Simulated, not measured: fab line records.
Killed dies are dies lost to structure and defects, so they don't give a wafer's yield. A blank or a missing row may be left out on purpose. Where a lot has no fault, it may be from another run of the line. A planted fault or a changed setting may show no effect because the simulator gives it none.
Which tool was responsible? || flow berkeley cmos170 || Sampling: 11 lots, 33 wafers, 5 of 331 route steps

== WHAT EACH GAUGE READ, for each wafer ==
UCB170_V1_THK_MEAS_01.
{"lot": "L355", "measured": "day 8 23:03", "on": "film metro-01", "V1_TEOS_THK (nm)": "1998 2004 2044"}
{"lot": "L357", "measured": "day 9 01:34", "on": "film metro-04", "V1_TEOS_THK (nm)": "1980 1969 1998"}
{"lot": "L356", "measured": "day 9 02:53", "on": "film metro-03", "V1_TEOS_THK (nm)": "2003 2028 2007"}
{"lot": "L360", "measured": "day 9 15:58", "on": "film metro-04", "V1_TEOS_THK (nm)": "1976 1995 1999"}
{"lot": "L359", "measured": "day 9 17:18", "on": "film metro-03", "V1_TEOS_THK (nm)": "1966 1994 2005"}
{"lot": "L358", "measured": "day 9 18:37", "on": "film metro-03", "V1_TEOS_THK (nm)": "1998 1993 2027"}
{"lot": "L365", "measured": "day 10 19:17", "on": "film metro-03", "V1_TEOS_THK (nm)": "1963 1992 2000"}
{"lot": "L367", "measured": "day 11 06:32", "on": "film metro-03", "V1_TEOS_THK (nm)": "2010 1984 2024"}
{"lot": "L374", "measured": "day 12 08:52", "on": "film metro-01", "V1_TEOS_THK (nm)": "1989 2015 2016"}
{"lot": "L376", "measured": "day 12 20:48", "on": "film metro-04", "V1_TEOS_THK (nm)": "1985 2015 2008"}
{"lot": "L378", "measured": "day 13 05:50", "on": "film metro-04", "V1_TEOS_THK (nm)": "1984 1974 2019"}

UCB170_V2_CD_MEAS_12 targets a cd of 700 nm.
{"lot": "L355", "measured": "day 9 06:11", "on": "cd sem-02", "cd nm (nm)": "698.3 699.9 698.2"}
{"lot": "L357", "measured": "day 9 09:52", "on": "cd sem-02", "cd nm (nm)": "698.4 698.9 698.3"}
{"lot": "L356", "measured": "day 9 12:57", "on": "cd sem-02", "cd nm (nm)": "700.3 699.7 700.4"}
{"lot": "L360", "measured": "day 9 23:59", "on": "cd sem-01", "cd nm (nm)": "698.0 698.9 699.2"}
{"lot": "L359", "measured": "day 10 00:53", "on": "cd sem-01", "cd nm (nm)": "699.8 699.4 701.2"}
{"lot": "L358", "measured": "day 10 02:44", "on": "cd sem-02", "cd nm (nm)": "699.4 700.4 698.9"}
{"lot": "L365", "measured": "day 11 08:30", "on": "cd sem-01", "cd nm (nm)": "679.5 680.0 679.7 679.2 680.4 679.6"}
{"lot": "L367", "measured": "day 11 16:29", "on": "cd sem-01", "cd nm (nm)": "685.7 682.8 683.5 685.6 683.3 684.0"}
{"lot": "L374", "measured": "day 12 19:28", "on": "cd sem-01", "cd nm (nm)": "700.5 698.8 700.0"}
{"lot": "L376", "measured": "day 13 04:08", "on": "cd sem-01", "cd nm (nm)": "697.8 699.2 699.4"}
{"lot": "L378", "measured": "day 13 15:48", "on": "cd sem-01", "cd nm (nm)": "699.5 696.4 698.5"}

== WHICH TOOL RAN EACH LOT (tool, then ch and the chambers of the sampled wafers, then the start) ==
{"lot": "L355", "UCB170_V1_CMP_02": "cmp-02 ch 0,2,3, day 8 23:12", "UCB170_M2_ETCH_17": "rie diel-01 ch 0,1,3, day 9 03:52", "UCB170_V2_PEB_10": "litho track-02 ch 0, day 9 05:55"}
{"lot": "L357", "UCB170_V1_CMP_02": "cmp-02 ch 0,1, day 9 01:40", "UCB170_M2_ETCH_17": "rie diel-02 ch 1,2,3, day 9 06:08", "UCB170_V2_PEB_10": "litho track-02 ch 0, day 9 09:35"}
{"lot": "L356", "UCB170_V1_CMP_02": "cmp-01 ch 1,2,3, day 9 03:03", "UCB170_M2_ETCH_17": "rie diel-01 ch 0,1,3, day 9 08:16", "UCB170_V2_PEB_10": "litho track-04 ch 0, day 9 12:20"}
{"lot": "L360", "UCB170_V1_CMP_02": "cmp-01 ch 1,2, day 9 16:03", "UCB170_M2_ETCH_17": "rie diel-02 ch 0,1,3, day 9 21:03", "UCB170_V2_PEB_10": "litho track-03 ch 0, day 9 23:44"}
{"lot": "L359", "UCB170_V1_CMP_02": "cmp-02 ch 0,2,3, day 9 17:23", "UCB170_M2_ETCH_17": "rie diel-01 ch 1,2,3, day 9 22:00", "UCB170_V2_PEB_10": "litho track-04 ch 0, day 10 00:37"}
{"lot": "L358", "UCB170_V1_CMP_02": "cmp-01 ch 0,1,3, day 9 18:40", "UCB170_M2_ETCH_17": "rie diel-04 ch 0,2, day 9 23:50", "UCB170_V2_PEB_10": "litho track-04 ch 0, day 10 02:28"}
{"lot": "L365", "UCB170_V1_CMP_02": "cmp-01 ch 0,1,3, day 10 19:53", "UCB170_M2_ETCH_17": "rie diel-02 ch 0,2,3, day 11 05:11", "UCB170_V2_PEB_10": "litho track-02 ch 0, day 11 08:14"}
{"lot": "L367", "UCB170_V1_CMP_02": "cmp-02 ch 2,3, day 11 06:35", "UCB170_M2_ETCH_17": "rie diel-01 ch 0,3, day 11 14:07", "UCB170_V2_PEB_10": "litho track-02 ch 0, day 11 16:13"}
{"lot": "L374", "UCB170_V1_CMP_02": "cmp-02 ch 0,2,3, day 12 09:00", "UCB170_M2_ETCH_17": "rie diel-02 ch 0,1,3, day 12 14:38", "UCB170_V2_PEB_10": "litho track-03 ch 0, day 12 19:13"}
{"lot": "L376", "UCB170_V1_CMP_02": "cmp-02 ch 1,2,3, day 12 20:50", "UCB170_M2_ETCH_17": "rie diel-01 ch 0,1,2, day 13 01:34", "UCB170_V2_PEB_10": "litho track-04 ch 0, day 13 03:53"}
{"lot": "L378", "UCB170_V1_CMP_02": "cmp-02 ch 0,1,2, day 13 05:53", "UCB170_M2_ETCH_17": "rie diel-04 ch 0,1,2, day 13 10:43", "UCB170_V2_PEB_10": "litho track-04 ch 0, day 13 15:00"}
- UCB170_V1_CMP_02: polishes SiO2.
- UCB170_M2_ETCH_17: etches BARC in N2/H2.
- UCB170_V2_PEB_10

== AS READ BY THE TOOLS THEMSELVES (means over the sampled wafers that have a number; for cases with no such wafer, the mark the record gives instead) ==
UCB170_V1_CMP_02.
{"lot": "L355", "tool": "cmp-02", "head pressure psi (psi)": 5.984, "motor current A (A)": 16.1, "retaining ring pressure frac": 1.003}
{"lot": "L357", "tool": "cmp-02", "head pressure psi (psi)": 5.992, "motor current A (A)": 14.8, "retaining ring pressure frac": 0.996}
{"lot": "L356", "tool": "cmp-01", "head pressure psi (psi)": 5.996, "motor current A (A)": 16.0, "retaining ring pressure frac": 1.002}
{"lot": "L360", "tool": "cmp-01", "head pressure psi (psi)": 6.007, "motor current A (A)": 13.9, "retaining ring pressure frac": 0.998}
{"lot": "L359", "tool": "cmp-02", "head pressure psi (psi)": 5.998, "motor current A (A)": 15.6, "retaining ring pressure frac": 1.006}
{"lot": "L358", "tool": "cmp-01", "head pressure psi (psi)": 6.005, "motor current A (A)": 17.1, "retaining ring pressure frac": 1.004}
{"lot": "L365", "tool": "cmp-01", "head pressure psi (psi)": 6.003, "motor current A (A)": 17.3, "retaining ring pressure frac": 0.999}
{"lot": "L367", "tool": "cmp-02", "head pressure psi (psi)": 6.007, "motor current A (A)": 16.7, "retaining ring pressure frac": 1.001}
{"lot": "L374", "tool": "cmp-02", "head pressure psi (psi)": 5.999, "motor current A (A)": 15.7, "retaining ring pressure frac": 1.000}
{"lot": "L376", "tool": "cmp-02", "head pressure psi (psi)": 6.001, "motor current A (A)": 16.5, "retaining ring pressure frac": 1.000}
{"lot": "L378", "tool": "cmp-02", "head pressure psi (psi)": 5.994, "motor current A (A)": 15.5, "retaining ring pressure frac": 1.003}

UCB170_M2_ETCH_17.
{"lot": "L355", "tool": "rie diel-01", "drypump motor current A (A)": 5.5, "n2 flow sccm (sccm)": 99.92, "oes product au (a.u.)": 0.988, "throttle valve pct (%)": 13.31}
{"lot": "L357", "tool": "rie diel-02", "drypump motor current A (A)": 5.5, "n2 flow sccm (sccm)": 99.82, "oes product au (a.u.)": 1.006, "throttle valve pct (%)": 13.35}
{"lot": "L356", "tool": "rie diel-01", "drypump motor current A (A)": 5.5, "n2 flow sccm (sccm)": 100.06, "oes product au (a.u.)": 0.994, "throttle valve pct (%)": 13.31}
{"lot": "L360", "tool": "rie diel-02", "drypump motor current A (A)": 5.8, "n2 flow sccm (sccm)": 100.33, "oes product au (a.u.)": 0.989, "throttle valve pct (%)": 13.31}
{"lot": "L359", "tool": "rie diel-01", "drypump motor current A (A)": 5.3, "n2 flow sccm (sccm)": 99.73, "oes product au (a.u.)": 1.005, "throttle valve pct (%)": 13.46}
{"lot": "L358", "tool": "rie diel-04", "drypump motor current A (A)": 5.1, "n2 flow sccm (sccm)": 100.36, "oes product au (a.u.)": 0.964, "throttle valve pct (%)": 13.28}
{"lot": "L365", "tool": "rie diel-02", "drypump motor current A (A)": 5.7, "n2 flow sccm (sccm)": 99.96, "oes product au (a.u.)": 0.987, "throttle valve pct (%)": 13.37}
{"lot": "L367", "tool": "rie diel-01", "drypump motor current A (A)": 6.0, "n2 flow sccm (sccm)": 100.12, "oes product au (a.u.)": 1.001, "throttle valve pct (%)": 13.31}
{"lot": "L374", "tool": "rie diel-02", "drypump motor current A (A)": 5.8, "n2 flow sccm (sccm)": 100.02, "oes product au (a.u.)": 1.000, "throttle valve pct (%)": 13.31}
{"lot": "L376", "tool": "rie diel-01", "drypump motor current A (A)": 5.7, "n2 flow sccm (sccm)": 100.27, "oes product au (a.u.)": 0.998, "throttle valve pct (%)": 13.25}
{"lot": "L378", "tool": "rie diel-04", "drypump motor current A (A)": 5.1, "n2 flow sccm (sccm)": 100.00, "oes product au (a.u.)": 0.987, "throttle valve pct (%)": 13.32}

UCB170_V2_PEB_10.
{"lot": "L355", "tool": "litho track-02", "heater power total W (W)": 56.79, "plate temp C (C)": 129.98, "resist line temp C (C)": 23.08}
{"lot": "L357", "tool": "litho track-02", "heater power total W (W)": 56.80, "plate temp C (C)": 130.05, "resist line temp C (C)": 22.86}
{"lot": "L356", "tool": "litho track-04", "heater power total W (W)": 56.83, "plate temp C (C)": 129.97, "resist line temp C (C)": 22.99}
{"lot": "L360", "tool": "litho track-03", "heater power total W (W)": 56.81, "plate temp C (C)": 129.96, "resist line temp C (C)": 23.05}
{"lot": "L359", "tool": "litho track-04", "heater power total W (W)": 56.83, "plate temp C (C)": 129.95, "resist line temp C (C)": 23.08}
{"lot": "L358", "tool": "litho track-04", "heater power total W (W)": 56.79, "plate temp C (C)": 129.85, "resist line temp C (C)": 23.17}
{"lot": "L365", "tool": "litho track-02", "heater power total W (W)": 55.32, "plate temp C (C)": 127.24, "resist line temp C (C)": 23.03}
{"lot": "L367", "tool": "litho track-02", "heater power total W (W)": 55.28, "plate temp C (C)": 127.09, "resist line temp C (C)": 22.95}
{"lot": "L374", "tool": "litho track-03", "heater power total W (W)": 56.77, "plate temp C (C)": 130.09, "resist line temp C (C)": 23.11}
{"lot": "L376", "tool": "litho track-04", "heater power total W (W)": 56.81, "plate temp C (C)": 130.02, "resist line temp C (C)": 22.91}
{"lot": "L378", "tool": "litho track-04", "heater power total W (W)": 56.80, "plate temp C (C)": 129.87, "resist line temp C (C)": 22.91}

== THE ANSWER, worked out from the rows above alone ==
Rule: the usual values come from the lots themselves. Put in order of their means at a reading, lots are off if they are a third of the lots or fewer, leave a main group of 4 or more, and stand apart from it by a gap of 3 or more times the standard deviation of the main group's means; of several such gaps the widest counts. If all means in a main group match to the digits the tables above print for the reading, that group is not used. A lot without any number at a reading at which 4 lots or more have one is off too. Where the step has rows for the other lots, those lots are counted as sound. Order of review: gauges by route order, followed by the tools' own readings, for which a lot's mean as printed above is used. The first step at which some lot is off is used, and at that step the reading that is off furthest; a lot without a number counts as furthest.
Off: L365, L367 (UCB170_V2_CD_MEAS_12, cd nm). Main group: mean 699.2 nm, sd 0.69.
A tool fits if, at a process step before that reading, it ran every lot that is off, and no sound lot after the first of them. The gauges at UCB170_V2_CD_MEAS_12 aren't tried: what is off there is off at UCB170_V2_PEB_10 too, on other tools, and a gauge's error can't cause that. One fits: UCB170_V2_PEB_10 on litho track-02. A fault onset in the window from L357 (day 9 09:35, its last sound lot) to L365 (day 11 08:14, its first lot off) fits.
The tool's own readings at UCB170_V2_PEB_10 bear it out: on the lots that are off they differ by more than 5 times the standard deviation of the sound lots' means. heater power total W reads 55.30 W there against 56.80 W on the sound lots; plate temp C reads 127.16 C there against 129.97 C on the sound lots.

== WHAT THE SIMULATOR HAD INSERTED ==
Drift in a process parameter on litho track-02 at UCB170_V2_PEB_10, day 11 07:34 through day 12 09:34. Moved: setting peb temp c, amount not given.
Shown lots that were struck: L365, L367. The rule above reached the same finding.
